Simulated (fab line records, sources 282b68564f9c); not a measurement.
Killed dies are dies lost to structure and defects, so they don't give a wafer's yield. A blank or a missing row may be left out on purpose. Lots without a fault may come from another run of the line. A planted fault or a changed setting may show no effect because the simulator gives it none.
One fault seen from 2 desks | flow rit_cmos | each desk has only its own numbers; what lay behind them comes last

THE TOOL OWNER'S DESK: pvd_sputter-03
The tool's own readings at RIT_M1_SPUTTER_00 (material Al, target thk 400 nm, time 500 s): means of the sampled wafers that have a number, for each lot that ran on this tool. A lot is out of limits, marked OUT, if its mean lies more than 4 standard deviations from the usual mean; the brackets give that distance.
Columns: A = throttle_valve_pct at RIT_M1_SPUTTER_00, usual 30.3 %
lot  | first seen here | A
L813 | day 4 01:46     | 30.2
L819 | day 5 07:44     | 30.8
L821 | day 5 21:31     | 29.6
L823 | day 6 06:10     | 29.9
L825 | day 6 18:43     | 31.4
This desk's finding: nothing out of limits on any of the 5 lots.

THE METROLOGY DESK
What the gauges read, lot by lot, whatever tool the lot ran on: means of the sampled wafers that have a number. A lot is out of limits, marked OUT, if its mean lies more than 4 standard deviations from the usual mean; the brackets give that distance.
Columns: A = M1_AL_RS at RIT_M1_RS_MEAS_01, usual 0.0735 ohm/sq; B = M1_AL_THK at RIT_M1_THK_MEAS_02, usual 407 nm
lot  | first seen here | A                 | B
L809 | day 3 05:40     | 0.0731            | 406
L810 | day 3 11:54     | 0.0738            | 408
L811 | day 3 19:31     | 0.0725            | 415
L813 | day 4 02:05     | 0.0723            | 415
L814 | day 4 07:00     | 0.0726            | 409
L818 | day 5 03:38     | 0.0727            | 412
L819 | day 5 08:01     | 0.0744            | 402
L820 | day 5 13:57     | 0.0734            | 404
L821 | day 5 21:49     | 0.0725            | 409
L823 | day 6 06:29     | 0.0788 (+5.4) OUT | 379 (-4.8) OUT
L825 | day 6 19:01     | 0.0781 (+4.7) OUT | 382 (-4.3) OUT
L829 | day 7 14:19     | 0.0741            | 404
L830 | day 7 16:56     | 0.0733            | 410
L832 | day 8 02:19     | 0.0739            | 407
This desk's finding: out of limits on L823, L825; first on L823, day 6 06:29 (M1_AL_RS at RIT_M1_RS_MEAS_01). In limits: L809, L810, L811, L813, L814, L818, L819, L820, L821, L829, L830, L832.

PUT TOGETHER
The metrology desk could have raised an alarm at day 6 06:29, on L823, L825.
The tool owner's desk saw nothing out of limits.
The tool owner's desk has L823, L825 on record, within its limits.
Of the lots named, all ran RIT_M1_SPUTTER_00 on pvd_sputter-03.

WHAT THE SIMULATOR HAD PUT IN
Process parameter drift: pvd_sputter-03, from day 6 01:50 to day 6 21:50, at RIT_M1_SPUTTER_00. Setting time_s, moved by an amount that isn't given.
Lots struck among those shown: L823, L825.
Hours from the fault's start to each desk's first reading out of limits: the metrology desk, 5.
